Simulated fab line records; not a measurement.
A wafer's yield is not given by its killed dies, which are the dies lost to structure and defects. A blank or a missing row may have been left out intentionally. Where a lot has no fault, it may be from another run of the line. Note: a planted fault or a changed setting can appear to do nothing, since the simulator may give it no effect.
fab line records	flow rit-cmos
record lots=6	wafers=18	last-day=7
route steps=202 shown PLDD@118 SPACER@125 NSD@131 PSD@142 SDANNEAL@153 SILICIDE@161 M1@202
lots that met no fault: taken from a fault-free run of the same line
start-h: hours from the record's first day to the start of the lot's first wafer shown	wait-h: hours since the lot's step before	" repeats the value in the row above	L1.1+2: several wafers, shown together as one row	- value missing, or start not given	* or withheld: withheld	< > ~ a bound
route shown NAME@n: NAME is a module with steps in the file, n the number in the route of the first one	usual: mean/standard deviation taken from wafers without a fault	same: alike in all rows	chamber/n: place in a boat	sites: each site's reading	_std_site: standard deviation of those values	_edge_site: outer sites' mean less inner sites'	radius-mm: for every site, how far away it sits from the centre of the wafer	mask NAME#n: copy n	behind: the most recent tool/chamber to have shaped the wafer	hold: the reason the lot was held/the length of the hold in hours/how it ended	device: transistor that didn't switch, given as n, p or np	end of line: the route-end tests of the same wafers	step lacking rows: just its recipe	killed: the dies lost at the first sort to structure and to defects; this is not the yield of the wafer	map: the dies of a wafer, with x for killed, . for not killed, _ for no die there
set.NAME: the setting as run; set.NAME@STEP: as run at that earlier step	model.NAME: the simulator's own value behind a step, which no gauge read
certain route steps with their lots: each step a table, each wafer a row
services: when a tool's chamber went out of use (start-h, in hours from the record's first day, below 0 if earlier), for how many hours, and the reason
## steps
# step RIT_PLDD_PEB_04
# recipe resist=NOVOLAK	temp-c=withheld	time-s=withheld
# step RIT_PLDD_DEVELOP_05
# recipe resist=NOVOLAK	develop-time-s=50	dev-temp-c=23.99
# step RIT_PLDD_OVL_MEAS_06
# usual PLDD_OVL=0.3/1.5
lot.wafer	tool	chamber	start-h	wait-h	PLDD_OVL[nm]
L437.3	overlay-01	-	45.19	-	-0.9
L437.4	"	-	"	"	-0.9
L437.5	"	-	"	"	-1.5
L438.3	overlay-01	-	48.32	-	-2.0
L438.5	"	-	"	"	-0.6
L438.6	"	-	"	"	-2.2
L447.1	overlay-02	-	93.99	-	0.4
L447.3	"	-	"	"	3.3
L447.6	"	-	"	"	2.8
L448.1	overlay-02	-	104.32	-	2.5
L448.2	"	-	"	"	3.4
L448.3	"	-	"	"	1.6
L457.3	overlay-01	-	143.50	-	0.9
L457.4	"	-	"	"	0.3
L457.5	"	-	"	"	0.0
L460.3	overlay-01	-	158.20	-	1.3
L460.5	"	-	"	"	0.8
L460.6	"	-	"	"	1.4
# step RIT_PLDD_HARDBAKE_07
# recipe resist=NOVOLAK	temp-c=140	time-s=60
# step RIT_PLDD_IMPLANT_08
# recipe species=BF2	energy-kev=20.19	dose-cm2=9e+14	tilt-deg=7
# step RIT_PLDD_STRIP_09
# recipe chemistry=O2	time-s=180	resist=NOVOLAK	platen-temp-c=withheld	power-w=500	pressure-mtorr=4000	o2-flow-sccm=4000
# usual drypump-motor-current-A=5.6/0.56
lot.wafer	tool	chamber	start-h	wait-h	drypump-motor-current-A	rf-hours-counter-h
L437.3	plasma-asher-04	1	45.57	0.1	5.0	-
L437.4	"	0	"	"	6.2	-
L437.5	"	0	"	"	6.2	-
L438.3	plasma-asher-03	1	48.70	0.1	4.9	-
L438.5	"	0	"	"	5.7	-
L438.6	"	1	"	"	4.9	-
L447.1	plasma-asher-04	0	94.33	0.1	6.2	45
L447.3	"	1	"	"	5.0	-
L447.6	"	0	"	"	6.2	-
L448.1	plasma-asher-02	1	104.65	0.1	6.5	30
L448.2	"	0	"	"	6.0	30
L448.3	"	1	"	"	6.5	-
L457.3	plasma-asher-04	0	143.89	0.1	6.1	-
L457.4	"	1	"	"	5.0	-
L457.5	"	1	"	"	5.0	-
L460.3	plasma-asher-03	0	158.58	0.1	5.7	-
L460.5	"	0	"	"	5.7	-
L460.6	"	1	"	"	4.9	-
# step RIT_PLDD_TW_MEAS_10
# usual PLDD_TW=2346/12
lot.wafer	tool	chamber	start-h	wait-h	PLDD_TW
L437.3	film-metro-04	-	45.70	0.1	2363
L437.4	"	-	"	"	2352
L437.5	"	-	"	"	2352
L438.3	film-metro-02	-	48.84	0.1	2338
L438.5	"	-	"	"	2334
L438.6	"	-	"	"	2326
L447.1	film-metro-02	-	94.50	0.1	2343
L447.3	"	-	"	"	2338
L447.6	"	-	"	"	2341
L448.1	film-metro-01	-	104.83	0.1	2349
L448.2	"	-	"	"	2358
L448.3	"	-	"	"	2351
L457.3	film-metro-01	-	144.02	0.1	2341
L457.4	"	-	"	"	2356
L457.5	"	-	"	"	2359
L460.3	film-metro-01	-	158.72	0.1	2346
L460.5	"	-	"	"	2357
L460.6	"	-	"	"	2368
# step RIT_SPACER_CLEAN_00
# recipe chemistry=SC1	mix=3:3:50	time-s=600	temp-c=75
# step RIT_SPACER_CLEAN_01
# recipe chemistry=dHF	dilution=50:1	time-s=30
# step RIT_SPACER_CLEAN_02
# recipe chemistry=SC2	mix=3:3:50	time-s=600	temp-c=75	dry=n2-spin
# step RIT_SPACER_CVD_03
# recipe material=Si3N4	target-thk-nm=250	temp-c=810	precursor=SiH2Cl2/NH3	time-s=3300	pressure-mtorr=300	sih2cl2-flow-sccm=60	nh3-flow-sccm=150
# step RIT_SPACER_THK_MEAS_04
# recipe reads=Si3N4_of_SPACER_CVD_03
# usual SPACER_NITRIDE_THK=250.4/2.2
lot.wafer	tool	chamber	start-h	wait-h	SPACER_NITRIDE_THK[nm]
L437.3	film-metro-04	-	48.05	0.0	253.8
L437.4	"	-	"	"	253.2
L437.5	"	-	"	"	253.6
L438.3	film-metro-04	-	51.18	0.0	252.7
L438.5	"	-	"	"	249.8
L438.6	"	-	"	"	250.2
L447.1	film-metro-03	-	99.86	0.0	251.3
L447.3	"	-	"	"	252.8
L447.6	"	-	"	"	252.8
L448.1	film-metro-04	-	108.15	0.0	253.3
L448.2	"	-	"	"	253.2
L448.3	"	-	"	"	251.6
L457.3	film-metro-04	-	146.37	0.0	251.1
L457.4	"	-	"	"	253.0
L457.5	"	-	"	"	250.1
L460.3	film-metro-04	-	161.06	0.0	247.9
L460.5	"	-	"	"	248.3
L460.6	"	-	"	"	248.6
# step RIT_SPACER_ETCHBACK_05
# recipe target-depth-a=2500	SF6_flow_sccm=30	CHF3_flow_sccm=30	target=Si3N4	chemistry=SF6/CHF3	pressure-mtorr=40	rf-w=250	time-s=240	stop-on=SiO2
# usual SF6_flow_sccm=30.00/0.085	drypump-motor-current-A=5.9/0.42	oes-product-au=0.841/0.015	throttle-valve-pct=10.21/0.13
lot.wafer	tool	chamber	start-h	wait-h	SF6_flow_sccm	drypump-motor-current-A	oes-product-au	rf-hours-counter-h	throttle-valve-pct	model.poly-Si_of_GATE_CVD_08.thk-nm	model.Si3N4_of_SPACER_CVD_03.thk-nm
L437.3	rie-diel-03	2	48.09	0.0	29.92	5.5	0.863	2	10.42	163.2	198.5
L437.4	"	0	"	"	30.05	5.8	0.835	81	10.37	164.8	198.6
L437.5	"	1	"	"	29.92	6.3	0.869	-	10.18	164.4	197.9
L438.3	rie-diel-04	3	51.22	0.0	30.01	6.3	0.838	71	10.15	168	197.9
L438.5	"	0	"	"	30.17	5.4	0.841	-	10.26	168.3	196.9
L438.6	"	1	"	"	30.05	6.8	0.824	-	9.99	168.1	196.6
L447.1	rie-diel-03	1	99.92	0.1	30.07	6.2	0.861	92	10.19	168.6	199.6
L447.3	"	2	"	"	30.05	5.5	0.861	3	10.42	169.6	201
L447.6	"	2	"	"	29.98	5.6	0.856	-	10.41	170.1	201.1
L448.1	rie-diel-03	1	108.21	0.1	29.92	6.2	0.863	92	10.19	174.2	201.9
L448.2	"	3	"	"	29.97	5.7	0.831	132	10.08	172.8	201.4
L448.3	"	2	"	"	30.01	5.6	0.861	3	10.42	172.7	200.9
L457.3	rie-diel-04	0	146.41	0.0	29.97	5.4	0.845	98	10.28	167.7	197.7
L457.4	"	0	"	"	30.06	5.4	0.849	-	10.27	166.7	199.4
L457.5	"	3	"	"	29.88	6.3	0.832	-	10.16	168.1	196.7
L460.3	rie-diel-04	1	161.10	0.0	29.93	6.8	0.831	0	9.98	171.2	194.8
L460.5	"	3	"	"	30.04	6.3	0.822	-	10.16	171.5	195.4
L460.6	"	1	"	"	30.12	6.8	0.839	-	9.98	171.7	195.5
# step RIT_NSD_HMDS_00
# recipe prime-time-s=60	prime-temp-c=140
# step RIT_NSD_COAT_01
# recipe resist=NOVOLAK	spin-rpm=3250	resist-thk-nm=1000
# step RIT_NSD_SOFTBAKE_02
# recipe resist=NOVOLAK	temp-c=90	time-s=60
# step RIT_NSD_EXPOSE_03
# recipe mask-id=M9	na=0.57	target-cd-nm=40700	dose-mj=250
# step RIT_NSD_PEB_04
# recipe resist=NOVOLAK	temp-c=withheld	time-s=withheld
# step RIT_NSD_DEVELOP_05
# recipe resist=NOVOLAK	develop-time-s=50	dev-temp-c=23
# step RIT_NSD_OVL_MEAS_06
# usual NSD_OVL=0.2/1.3
lot.wafer	tool	chamber	start-h	wait-h	NSD_OVL[nm]
L437.3	overlay-02	-	49.10	-	1.2
L437.4	"	-	"	"	-0.4
L437.5	"	-	"	"	0.8
L438.3	overlay-02	-	52.24	-	-1.7
L438.5	"	-	"	"	-0.5
L438.6	"	-	"	"	-1.1
L447.1	overlay-02	-	101.04	-	1.3
L447.3	"	-	"	"	1.8
L447.6	"	-	"	"	1.3
L448.1	overlay-01	-	109.21	-	0.4
L448.2	"	-	"	"	-0.5
L448.3	"	-	"	"	1.8
L457.3	overlay-01	-	147.42	-	0.2
L457.4	"	-	"	"	-1.5
L457.5	"	-	"	"	-0.9
L460.3	overlay-02	-	162.12	-	0.7
L460.5	"	-	"	"	2.0
L460.6	"	-	"	"	1.0
# step RIT_NSD_HARDBAKE_07
# recipe resist=NOVOLAK	temp-c=140	time-s=60
# step RIT_NSD_IMPLANT_08
# recipe species=P	energy-kev=25	dose-cm2=9.916e+14	tilt-deg=7
# step RIT_NSD_STRIP_09
# recipe chemistry=O2	time-s=180	resist=NOVOLAK	platen-temp-c=withheld	power-w=500	pressure-mtorr=4000	o2-flow-sccm=4000
# usual drypump-motor-current-A=5.7/0.61
lot.wafer	tool	chamber	start-h	wait-h	drypump-motor-current-A	rf-hours-counter-h
L437.3	plasma-asher-02	0	49.48	0.1	6.0	-
L437.4	"	1	"	"	6.5	-
L437.5	"	0	"	"	6.0	-
L438.3	plasma-asher-01	1	52.62	0.1	4.8	-
L438.5	"	1	"	"	4.8	-
L438.6	"	0	"	"	5.4	-
L447.1	plasma-asher-02	1	101.59	0.1	6.5	30
L447.3	"	0	"	"	6.0	-
L447.6	"	1	"	"	6.5	-
L448.1	plasma-asher-03	1	109.54	0.1	4.9	48
L448.2	"	0	"	"	5.7	48
L448.3	"	1	"	"	4.9	-
L457.3	plasma-asher-03	1	147.80	0.1	4.9	-
L457.4	"	0	"	"	5.7	-
L457.5	"	1	"	"	4.9	-
L460.3	plasma-asher-02	1	162.50	0.1	6.5	-
L460.5	"	1	"	"	6.5	-
L460.6	"	0	"	"	6.0	-
# step RIT_NSD_TW_MEAS_10
# usual NSD_TW=3104/15
lot.wafer	tool	chamber	start-h	wait-h	NSD_TW
L437.3	film-metro-02	-	49.62	0.1	3105
L437.4	"	-	"	"	3102
L437.5	"	-	"	"	3110
L438.3	film-metro-02	-	52.75	0.1	3075
L438.5	"	-	"	"	3093
L438.6	"	-	"	"	3088
L447.1	film-metro-01	-	101.76	0.1	3096
L447.3	"	-	"	"	3124
L447.6	"	-	"	"	3113
L448.1	film-metro-02	-	109.72	0.1	3083
L448.2	"	-	"	"	3078
L448.3	"	-	"	"	3085
L457.3	film-metro-01	-	147.94	0.1	3116
L457.4	"	-	"	"	3119
L457.5	"	-	"	"	3109
L460.3	film-metro-04	-	162.64	0.1	3135
L460.5	"	-	"	"	3124
L460.6	"	-	"	"	3128
# step RIT_PSD_HMDS_00
# recipe prime-time-s=60	prime-temp-c=140
# step RIT_PSD_COAT_01
# recipe resist=NOVOLAK	spin-rpm=3250	resist-thk-nm=1000
# step RIT_PSD_SOFTBAKE_02
# recipe resist=NOVOLAK	temp-c=90	time-s=60
# step RIT_PSD_EXPOSE_03
# recipe mask-id=M10	na=0.57	target-cd-nm=40900	dose-mj=250
# step RIT_PSD_PEB_04
# recipe resist=NOVOLAK	temp-c=withheld	time-s=withheld
# step RIT_PSD_DEVELOP_05
# recipe resist=NOVOLAK	develop-time-s=50	dev-temp-c=23
# step RIT_PSD_OVL_MEAS_06
# usual PSD_OVL=0.0/1.3
lot.wafer	tool	chamber	start-h	wait-h	PSD_OVL[nm]
L437.3	overlay-02	-	50.52	-	0.5
L437.4	"	-	"	"	3.0
L437.5	"	-	"	"	0.2
L438.3	overlay-01	-	53.66	-	0.6
L438.5	"	-	"	"	1.1
L438.6	"	-	"	"	1.0
L447.1	overlay-01	-	102.91	-	-2.4
L447.3	"	-	"	"	-0.6
L447.6	"	-	"	"	-2.5
L448.1	overlay-02	-	110.78	-	0.3
L448.2	"	-	"	"	-1.0
L448.3	"	-	"	"	2.8
L457.3	overlay-02	-	148.84	-	1.1
L457.4	"	-	"	"	1.9
L457.5	"	-	"	"	1.4
L460.3	overlay-02	-	163.54	-	-0.7
L460.5	"	-	"	"	-0.9
L460.6	"	-	"	"	1.9
# step RIT_PSD_HARDBAKE_07
# recipe resist=NOVOLAK	temp-c=140	time-s=60
# step RIT_PSD_IMPLANT_08
# recipe species=BF2	energy-kev=27	dose-cm2=5e+15	tilt-deg=7
# step RIT_PSD_STRIP_09
# recipe chemistry=O2	time-s=180	resist=NOVOLAK	platen-temp-c=withheld	power-w=500	pressure-mtorr=4000	o2-flow-sccm=4000
# usual drypump-motor-current-A=5.8/0.6
lot.wafer	tool	chamber	start-h	wait-h	drypump-motor-current-A	rf-hours-counter-h
L437.3	plasma-asher-02	1	50.90	0.1	6.5	-
L437.4	"	0	"	"	6.0	-
L437.5	"	0	"	"	6.0	-
L438.3	plasma-asher-01	1	54.04	0.1	4.8	-
L438.5	"	1	"	"	4.8	-
L438.6	"	0	"	"	5.4	-
L447.1	plasma-asher-04	0	103.30	0.1	6.2	46
L447.3	"	0	"	"	6.2	-
L447.6	"	0	"	"	6.1	-
L448.1	plasma-asher-04	1	111.11	0.1	5.0	47
L448.2	"	0	"	"	6.1	47
L448.3	"	0	"	"	6.1	-
L457.3	plasma-asher-01	0	149.22	0.1	5.4	-
L457.4	"	1	"	"	4.8	-
L457.5	"	0	"	"	5.3	-
L460.3	plasma-asher-02	0	163.92	0.1	6.0	-
L460.5	"	1	"	"	6.5	-
L460.6	"	0	"	"	6.0	-
# step RIT_PSD_TW_MEAS_10
# usual PSD_TW=3414/21
lot.wafer	tool	chamber	start-h	wait-h	PSD_TW
L437.3	film-metro-02	-	51.04	0.1	3390
L437.4	"	-	"	"	3401
L437.5	"	-	"	"	3396
L438.3	film-metro-02	-	54.18	0.1	3400
L438.5	"	-	"	"	3404
L438.6	"	-	"	"	3406
L447.1	film-metro-02	-	103.48	0.1	3402
L447.3	"	-	"	"	3413
L447.6	"	-	"	"	3413
L448.1	film-metro-02	-	111.29	0.1	3421
L448.2	"	-	"	"	3408
L448.3	"	-	"	"	3406
L457.3	film-metro-04	-	149.36	0.1	3481
L457.4	"	-	"	"	3459
L457.5	"	-	"	"	3468
L460.3	film-metro-04	-	164.06	0.1	3438
L460.5	"	-	"	"	3438
L460.6	"	-	"	"	3435
# step RIT_SDANNEAL_CLEAN_00
# recipe chemistry=SC1	mix=3:3:50	time-s=600	temp-c=75
# step RIT_SDANNEAL_CLEAN_01
# recipe chemistry=dHF	dilution=50:1	time-s=30
# step RIT_SDANNEAL_CLEAN_02
# recipe chemistry=SC2	mix=3:3:50	time-s=600	temp-c=75	dry=n2-spin
# usual temp-c=75.02/0.12
lot.wafer	tool	chamber	start-h	wait-h	temp-c	model.poly-Si_of_GATE_CVD_08.thk-nm
L437.3	wet-bench-01	0	51.27	0.0	75.04	158.9
L437.4	"	0	"	"	74.90	160.4
L437.5	"	0	"	"	74.74	160.1
L438.3	wet-bench-04	3	54.41	0.0	74.92	163.6
L438.5	"	3	"	"	75.08	163.9
L438.6	"	3	"	"	74.94	163.7
L447.1	wet-bench-03	0	103.75	0.0	74.90	164.3
L447.3	"	0	"	"	74.93	165.3
L447.6	"	0	"	"	75.02	165.8
L448.1	wet-bench-01	2	111.54	0.0	75.00	169.8
L448.2	"	2	"	"	74.92	168.4
L448.3	"	2	"	"	75.05	168.4
L457.3	wet-bench-04	3	149.59	0.0	74.99	163.4
L457.4	"	3	"	"	75.14	162.3
L457.5	"	3	"	"	75.03	163.7
L460.3	wet-bench-04	3	164.29	0.0	74.99	166.8
L460.5	"	3	"	"	74.98	167.1
L460.6	"	3	"	"	74.83	167.3
# step RIT_SDANNEAL_RTA_03
# recipe temp-c=1050	time-s=5	idle-temp-c=600	ramp-up-c-per-s=342	ramp-down-c-per-s=171	cool-to-c=600	ambient=N2
# usual wafer_temp_C_max=1053.6/1.1
lot.wafer	tool	chamber	start-h	wait-h	wafer_temp_C_max
L437.3	rtp-anneal-01	0	51.47	0.0	1054.2
L437.4	"	0	"	"	1053.2
L437.5	"	0	"	"	1052.8
L438.3	rtp-anneal-02	0	54.60	0.0	1053.1
L438.5	"	0	"	"	1054.4
L438.6	"	0	"	"	1051.0
L447.1	rtp-anneal-02	0	103.94	0.0	1054.0
L447.3	"	0	"	"	1054.1
L447.6	"	0	"	"	1053.2
L448.1	rtp-anneal-01	0	111.71	0.0	1053.2
L448.2	"	0	"	"	1052.5
L448.3	"	0	"	"	1054.6
L457.3	rtp-anneal-02	0	149.78	0.0	1054.1
L457.4	"	0	"	"	1053.4
L457.5	"	0	"	"	1052.9
L460.3	rtp-anneal-01	0	164.48	0.0	1055.1
L460.5	"	0	"	"	1054.9
L460.6	"	0	"	"	1053.0
# step RIT_SDANNEAL_RS_MEAS_04
# recipe thk-meas-gauge=four-point-probe
# usual PSD_RS=115.8/0.3
lot.wafer	tool	chamber	start-h	wait-h	PSD_RS[ohm/sq]
L437.3	film-metro-01	-	51.54	0.1	115.4
L437.4	"	-	"	"	115.8
L437.5	"	-	"	"	115.7
L438.3	film-metro-04	-	54.68	0.1	115.9
L438.5	"	-	"	"	116.5
L438.6	"	-	"	"	116.1
L447.1	film-metro-04	-	104.06	0.1	115.8
L447.3	"	-	"	"	115.8
L447.6	"	-	"	"	115.8
L448.1	film-metro-02	-	111.77	0.0	115.5
L448.2	"	-	"	"	115.7
L448.3	"	-	"	"	115.7
L457.3	film-metro-02	-	149.86	0.1	115.7
L457.4	"	-	"	"	115.9
L457.5	"	-	"	"	115.7
L460.3	film-metro-01	-	164.56	0.1	115.6
L460.5	"	-	"	"	115.8
L460.6	"	-	"	"	115.7
# step RIT_SDANNEAL_RS_MEAS_05
# recipe thk-meas-gauge=four-point-probe
# usual NSD_RS=85.07/0.28
lot.wafer	tool	chamber	start-h	wait-h	NSD_RS[ohm/sq]
L437.3	film-metro-01	-	51.66	0.1	84.79
L437.4	"	-	"	"	84.66
L437.5	"	-	"	"	84.63
L438.3	film-metro-04	-	54.80	0.1	85.29
L438.5	"	-	"	"	85.08
L438.6	"	-	"	"	85.29
L447.1	film-metro-04	-	104.18	0.1	84.91
L447.3	"	-	"	"	85.01
L447.6	"	-	"	"	85.29
L448.1	film-metro-02	-	111.89	0.1	84.60
L448.2	"	-	"	"	84.78
L448.3	"	-	"	"	84.33
L457.3	film-metro-02	-	149.98	0.1	84.74
L457.4	"	-	"	"	84.88
L457.5	"	-	"	"	84.75
L460.3	film-metro-01	-	164.68	0.1	85.42
L460.5	"	-	"	"	85.04
L460.6	"	-	"	"	85.16
# step RIT_SDANNEAL_RS_MEAS_06
# recipe thk-meas-gauge=four-point-probe
# usual PLDD_RS=177.9/0.48
lot.wafer	tool	chamber	start-h	wait-h	PLDD_RS[ohm/sq]
L437.3	film-metro-01	-	51.78	0.1	177.4
L437.4	"	-	"	"	178.5
L437.5	"	-	"	"	178.0
L438.3	film-metro-04	-	54.92	0.1	178.7
L438.5	"	-	"	"	178.8
L438.6	"	-	"	"	178.4
L447.1	film-metro-04	-	104.30	0.1	177.8
L447.3	"	-	"	"	177.8
L447.6	"	-	"	"	177.7
L448.1	film-metro-02	-	112.01	0.1	177.4
L448.2	"	-	"	"	177.5
L448.3	"	-	"	"	177.5
L457.3	film-metro-02	-	150.10	0.1	177.6
L457.4	"	-	"	"	178.1
L457.5	"	-	"	"	177.6
L460.3	film-metro-01	-	164.80	0.1	177.3
L460.5	"	-	"	"	177.4
L460.6	"	-	"	"	177.9
# step RIT_SILICIDE_WET_ETCH_00
# recipe chemistry=BOE	target=SiO2	target-depth-nm=14	time-s=15.5	dry=n2-spin	dilution=10:1	temp-c=21.5
# usual temp-c=21.52/0.1
lot.wafer	tool	chamber	start-h	wait-h	temp-c	model.Si3N4_of_SPACER_CVD_03.thk-nm
L437.3	wet-bench-01	1	51.98	0.1	21.57	197.4
L437.4	"	1	"	"	21.64	197.5
L437.5	"	1	"	"	21.42	196.8
L438.3	wet-bench-03	2	55.12	0.1	21.53	196.7
L438.5	"	2	"	"	21.54	195.7
L438.6	"	2	"	"	21.66	195.4
L447.1	wet-bench-02	3	104.54	0.1	21.44	198.4
L447.3	"	3	"	"	21.57	199.8
L447.6	"	3	"	"	21.46	199.9
L448.1	wet-bench-03	3	112.25	0.1	21.60	200.8
L448.2	"	3	"	"	21.79	200.2
L448.3	"	3	"	"	21.50	199.7
L457.3	wet-bench-01	1	150.30	0.1	21.52	196.6
L457.4	"	1	"	"	21.58	198.2
L457.5	"	1	"	"	21.57	195.6
L460.3	wet-bench-02	3	165.00	0.1	21.43	193.6
L460.5	"	3	"	"	21.54	194.2
L460.6	"	3	"	"	21.51	194.3
# step RIT_M1_PROBE_99
# usual killed-at-contacts=0.1/0.27	killed-at-front-end=7/3	killed-dies=7.0/3	killed-open=3.5/2.1	killed-short=3.4/1.9
# same gross-dies=264	killed_at_M0_to_M3=0	killed_at_M4_up=0	killed-at-back-side=0	killed-at-other=0
lot.wafer	tool	chamber	start-h	wait-h	killed-at-contacts	killed-at-front-end	killed-dies	killed-open	killed-short	model.etest.nmos_0p15.r-on-ohm-um	model.etest.pplus-sal.width-nm	model.etest.nplus-sal.width-nm	model.etest.pwell-pinched.rs-ohm-sq	model.etest.nwell-pinched.rs-ohm-sq	model.etest.contact-nplus.end-ohm-um	model.etest.diode-nplus-comb.leak-log10-a-cm2	model.etest.diode-pplus-nwell.bv-v
L437.3	prober-02	-	62.64	0.2	1	7	8	2	6	1116	3458	3442	464.2	335	42.61	-5.069	6.492
L437.4	prober-02	-	62.69	0.2	0	9	9	5	4	1095	3439	3448	459.5	333.1	41.16	-5.294	6.442
L437.5	prober-02	-	62.74	0.2	0	6	6	5	1	1124	3458	3434	462.8	336.4	41.99	-5.138	6.551
L438.3	prober-01	-	62.64	0.2	0	11	11	8	3	1115	3460	3450	450.4	341.6	42.19	-5.21	6.66
L438.5	prober-01	-	62.74	0.2	0	10	10	4	6	1073	3462	3461	460.5	334.4	40.72	-5.352	6.558
L438.6	prober-01	-	62.79	0.2	0	5	5	1	4	1116	3456	3452	454.5	338.8	43.46	-5.178	6.62
L447.1	prober-01	-	113.20	0.1	0	5	5	2	3	1105	3413	3409	446.6	331.1	42.36	-5.314	6.605
L447.3	prober-01	-	113.30	0.2	0	10	10	5	5	1077	3415	3396	443.6	328.4	40.59	-5.296	6.575
L447.6	prober-01	-	113.45	0.2	0	13	13	9	4	1088	3393	3390	446.8	330	40.88	-5.464	6.63
L448.1	prober-02	-	119.40	0.1	0	4	4	3	1	1009	3407	3399	439.8	324.8	39.96	-5.744	6.474
L448.2	prober-02	-	119.45	0.1	0	3	3	2	1	1005	3402	3425	438.2	327.6	39.48	-5.242	6.534
L448.3	prober-02	-	119.50	0.2	0	8	8	4	4	1015	3425	3414	441.2	324.3	40.89	-5.373	6.48
L457.3	prober-01	-	157.70	0.2	0	8	8	5	3	1070	3425	3458	452.4	337.1	41.38	-5.47	6.737
L457.4	prober-01	-	157.75	0.2	0	7	7	5	2	1073	3418	3416	453.4	335.5	41.93	-5.042	6.704
L457.5	prober-01	-	157.80	0.2	0	3	3	2	1	1089	3447	3433	451.4	336.4	41.24	-5.174	6.757
L460.3	prober-02	-	171.87	0.2	0	9	9	4	5	1163	3441	3435	464.9	335.4	41.93	-5.051	6.665
L460.5	prober-02	-	171.97	0.2	0	1	1	0	1	1139	3423	3444	460.2	336.4	42.75	-4.938	6.654
L460.6	prober-02	-	172.02	0.2	0	3	3	1	2	1144	3417	3437	450.9	333.8	41.96	-5.392	6.652
# killed by level:class
L437.3 FOX1:geometric-particle:short=3 FOX1:geometric-particle:open=2 REOX:geometric-particle:short=1 SPACER:geometric-particle:short=1 CONTACT:geometric-particle:short=1
L438.3 GATE:geometric-particle:open=4 SILICIDE:geometric-particle:open=3 REOX:geometric-particle:short=2 FOX1:geometric-particle:open=1 GATE:geometric-particle:short=1
L437.4 REOX:geometric-particle:open=2 FOX1:geometric-particle:short=1 GATE:geometric-particle:open=1 GATE:geometric-particle:short=1 SPACER:geometric-particle:open=1 SPACER:geometric-particle:short=1 SILICIDE:geometric-particle:short=1 SILICIDE:geometric-particle:open=1
L437.5 REOX:geometric-particle:open=2 SPACER:geometric-particle:open=2 FOX2:geometric-particle:open=1 GATE:geometric-particle:short=1
L438.5 REOX:geometric-particle:short=2 SPACER:geometric-particle:open=2 SILICIDE:geometric-particle:open=2 FOX2:geometric-particle:short=1 GATE:geometric-particle:short=1 SPACER:geometric-particle:short=1 SILICIDE:geometric-particle:short=1
L438.6 FOX2:geometric-particle:short=2 GATE:geometric-particle:short=2 SPACER:geometric-particle:open=1
L447.1 REOX:geometric-particle:short=2 GATE:geometric-particle:open=1 REOX:geometric-particle:open=1 SILICIDE:geometric-particle:short=1
L447.3 SILICIDE:geometric-particle:short=3 SILICIDE:geometric-particle:open=3 GATE:geometric-particle:open=2 REOX:geometric-particle:short=1 SPACER:geometric-particle:short=1
L447.6 GATE:geometric-particle:open=5 SILICIDE:geometric-particle:open=2 FOX1:geometric-particle:short=1 FOX1:geometric-particle:open=1 GATE:geometric-particle:short=1 REOX:geometric-particle:short=1 REOX:geometric-particle:open=1 SPACER:geometric-particle:short=1
L448.1 SILICIDE:geometric-particle:open=2 GATE:geometric-particle:open=1 SPACER:geometric-particle:short=1
L448.2 FOX1:geometric-particle:open=1 GATE:geometric-particle:open=1 GATE:geometric-particle:short=1
L448.3 GATE:geometric-particle:open=3 FOX2:geometric-particle:short=2 SPACER:geometric-particle:short=2 FOX2:geometric-particle:open=1
L457.3 GATE:geometric-particle:short=2 GATE:geometric-particle:open=2 FOX1:geometric-particle:open=1 SPACER:geometric-particle:short=1 SPACER:geometric-particle:open=1 SILICIDE:geometric-particle:open=1
L457.4 GATE:geometric-particle:open=3 FOX2:geometric-particle:open=1 GATE:geometric-particle:short=1 SPACER:geometric-particle:short=1 SILICIDE:geometric-particle:open=1
L457.5 GATE:geometric-particle:open=1 GATE:geometric-particle:short=1 SILICIDE:geometric-particle:open=1
L460.3 GATE:geometric-particle:short=5 FOX1:geometric-particle:open=1 GATE:geometric-particle:open=1 REOX:geometric-particle:open=1 SPACER:geometric-particle:open=1
L460.5 GATE:geometric-particle:short=1
L460.6 GATE:geometric-particle:short=2 SPACER:geometric-particle:open=1
## services
tool	chamber	start-h	hours	kind
plasma-asher-02	-	31.32	2.8	pm
rie-diel-04	-	38.59	0.4	repair
plasma-asher-03	-	63.43	0.4	repair
rie-diel-04	2	71.65	5.1	repair
rie-diel-04	3	86.38	5.6	repair
rie-diel-03	0	98.53	4.7	repair
plasma-asher-01	-	108.87	9.0	pm
plasma-asher-01	0	108.87	9.0	vent-cycle
plasma-asher-01	1	108.87	9.0	vent-cycle
rie-diel-04	3	109.74	5.1	repair
plasma-asher-01	-	117.87	2.8	pm
plasma-asher-01	0	117.87	-	clean
plasma-asher-01	1	117.87	-	clean
plasma-asher-01	-	120.62	14.6	pm
rtp-anneal-02	-	122.76	3.2	pm
rie-diel-04	1	133.55	-	clean
rie-diel-04	1	133.55	14.6	scheduled-down
rie-diel-04	1	133.55	14.6	vent-cycle
wet-bench-03	-	146.75	5.7	repair
rie-diel-04	2	151.45	-	clean
rie-diel-04	2	151.45	15.7	scheduled-down
rie-diel-04	2	151.45	15.7	vent-cycle
rie-diel-03	3	160.28	7.0	repair
## key
first-sign none at tools or gauges
model-effect step=RIT_SPACER_ETCHBACK_05	value=poly-Si_of_GATE_CVD_08.thk-nm	without=166.5	struck=171.4
model-effect step=RIT_SDANNEAL_CLEAN_02	value=poly-Si_of_GATE_CVD_08.thk-nm	without=162.2	struck=167
model-effect step=RIT_SILICIDE_WET_ETCH_00	value=Si3N4_of_SPACER_CVD_03.thk-nm	without=195.8	struck=199.8
model-effect step=RIT_M1_PROBE_99	value=etest.nmos_0p15.r-on-ohm-um	without=1132	struck=1050
met-at RIT_SPACER_ETCHBACK_05
struck-wafers L447.1,L447.3,L447.6,L448.1,L448.2,L448.3
tester-left-out L447,L448
onset-between 48.09 99.92
fault kind=process-parameter-drift	tool=rie-diel-03	chamber=-	onset-h=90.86	steps=RIT_SPACER_ETCHBACK_05	channel=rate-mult	offset=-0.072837	shape=step	end-h=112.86
# tester-left-out: of these lots the tester's yield and bins aren't shown, on N5 and GAA mostly nor the transistor test; their killed dies are dies lost to structure and defects alone, not to doping, threshold or leakage, so they don't give the yield
